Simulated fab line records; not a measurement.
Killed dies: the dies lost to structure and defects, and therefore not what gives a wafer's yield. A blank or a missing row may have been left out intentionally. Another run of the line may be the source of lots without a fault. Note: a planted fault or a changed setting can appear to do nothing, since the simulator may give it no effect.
Which of the tools did it?    flow berkeley-cmos170    14 lots with 42 wafers sampled at 3 steps, on a route of 331 steps

## WHAT THE GAUGES SHOWED, per wafer
UCB170_M2_CD_MEAS_90 targets a cd of 700 nm. Usual: cd-nm reads 702 nm (standard deviation 3.6).
lot   measured      on         cd-nm (nm)   flag
L261  day 7 18:44   cd-sem-01  698 703 699  
L260  day 7 19:16   cd-sem-02  700 703 698  
L263  day 8 14:26   cd-sem-01  699 702 698  
L264  day 8 14:58   cd-sem-01  704 707 705  
L265  day 8 23:25   cd-sem-01  704 701 701  
L266  day 9 15:43   cd-sem-02  696 702 701  
L267  day 9 15:55   cd-sem-01  707 706 702  
L268  day 9 16:13   cd-sem-02  701 700 707  
L270  day 9 16:26   cd-sem-02  704 700 700  
L274  day 10 11:20  cd-sem-01  706 707 711  
L277  day 11 04:01  cd-sem-01  704 704 704  
L278  day 11 04:43  cd-sem-01  705 707 703  
L280  day 11 23:56  cd-sem-02  702 701 699  
L282  day 12 00:14  cd-sem-01  700 701 698  

## TOOL THAT RAN EACH LOT (tool first, then ch and the chambers of the sampled wafers, then the start)
lot   UCB170_V1_ETCH_14                   UCB170_M2_SOFTBAKE_11
L261  rie-diel-03 ch 0,3, day 7 14:54     litho-track-04 ch 0, day 7 18:44 or earlier
L260  rie-diel-02 ch 0,2, day 7 15:21     litho-track-04 ch 0, day 7 19:16 or earlier
L263  rie-diel-04 ch 1,3, day 8 11:20     litho-track-03 ch 0, day 8 14:26 or earlier
L264  rie-diel-02 ch 0,1,2, day 8 11:32   litho-track-04 ch 0, day 8 14:58 or earlier
L265  rie-diel-04 ch 0,1,3, day 8 20:05   litho-track-02 ch 0, day 8 23:25 or earlier
L266  rie-diel-02 ch 0,1,2, day 9 10:09   litho-track-02 ch 0, day 9 15:43 or earlier
L267  rie-diel-03 ch 1,2, day 9 10:19     litho-track-04 ch 0, day 9 15:55 or earlier
L268  rie-diel-04 ch 0,1, day 9 10:34     litho-track-03 ch 0, day 9 16:13 or earlier
L270  rie-diel-03 ch 1,2,3, day 9 11:02   litho-track-02 ch 0, day 9 16:26 or earlier
L274  rie-diel-04 ch 0,1,2, day 10 08:07  litho-track-03 ch 0, day 10 11:20 or earlier
L277  rie-diel-04 ch 2,3, day 11 00:23    litho-track-04 ch 0, day 11 04:01 or earlier
L278  rie-diel-02 ch 0,2, day 11 00:50    litho-track-02 ch 0, day 11 04:43 or earlier
L280  rie-diel-04 ch 1,2,3, day 11 19:49  litho-track-02 ch 0, day 11 23:56 or earlier
L282  rie-diel-02 ch 0,2,3, day 11 20:05  litho-track-03 ch 0, day 12 00:14 or earlier
- UCB170_V1_ETCH_14: etches SiO2 in CHF3/CF4/Ar, stops on Al, target depth 1250 nm, time 291 s.
- UCB170_M2_SOFTBAKE_11: time 61.31 s.

## WHAT THE TOOLS THEMSELVES READ (means of the sampled wafers that have a number; where no wafer has one, the mark that the record gives instead)
UCB170_V1_ETCH_14. Usual: drypump-motor-current-A 5.88 A, standard deviation 0.28; oes-product-au 0.870 a.u., standard deviation 0.013; throttle-valve-pct 6.89 %, standard deviation 0.089.
lot   tool         drypump-motor-current-A (A)  oes-product-au (a.u.)  throttle-valve-pct (%)  flag
L261  rie-diel-03  5.78                         0.872                  6.86                    
L260  rie-diel-02  5.96                         0.876                  6.93                    
L263  rie-diel-04  6.01                         0.870                  6.92                    
L264  rie-diel-02  5.84                         0.863                  6.89                    
L265  rie-diel-04  5.92                         0.872                  6.88                    
L266  rie-diel-02  5.84                         0.866                  6.89                    
L267  rie-diel-03  6.06                         0.875                  6.89                    
L268  rie-diel-04  5.64                         0.867                  6.92                    
L270  rie-diel-03  6.11                         0.877                  6.86                    
L274  rie-diel-04  5.77                         0.877                  6.97                    
L277  rie-diel-04  6.32                         0.857                  6.84                    
L278  rie-diel-02  5.95                         0.883                  6.93                    
L280  rie-diel-04  6.08                         0.869                  6.93                    
L282  rie-diel-02  5.79                         0.873                  6.91                    

UCB170_M2_SOFTBAKE_11. Usual: plate-sensor-t-centre-C 131.41 C, standard deviation 0.0093; plate-sensor-t-edge-C 131.53 C, standard deviation 0.01.
lot   tool            plate-sensor-t-centre-C (C)  plate-sensor-t-edge-C (C)  flag
L261  litho-track-04  131.41                       131.53                     
L260  litho-track-04  131.41                       131.54                     
L263  litho-track-03  131.41                       131.52                     
L264  litho-track-04  131.41                       131.53                     
L265  litho-track-02  131.41                       131.53                     
L266  litho-track-02  131.41                       131.53                     
L267  litho-track-04  131.40                       131.53                     
L268  litho-track-03  131.40                       131.53                     
L270  litho-track-02  131.40                       131.53                     
L274  litho-track-03  131.42                       131.53                     
L277  litho-track-04  131.42                       131.54                     
L278  litho-track-02  131.41                       131.53                     
L280  litho-track-02  131.42                       131.53                     
L282  litho-track-03  131.40                       131.55                     

## THE ANSWER, worked out from the rows above alone
Rule: lot off if the mean of its wafers having a number is beyond 3 standard deviations from the usual mean. A lot without any number at a reading at which 4 lots or more have one is off too. Where the step has rows for the other lots, those lots are counted as sound. The gauges are gone through in route order, then the tools' own readings, and for those a lot's mean is taken as printed above. At the first step where some lot is off, the reading lying furthest off is the one used; lots without a number count as furthest.
No lot is off on any of the readings shown, so nothing can be concluded from this.

## WHAT THE SIMULATOR HAD INSERTED
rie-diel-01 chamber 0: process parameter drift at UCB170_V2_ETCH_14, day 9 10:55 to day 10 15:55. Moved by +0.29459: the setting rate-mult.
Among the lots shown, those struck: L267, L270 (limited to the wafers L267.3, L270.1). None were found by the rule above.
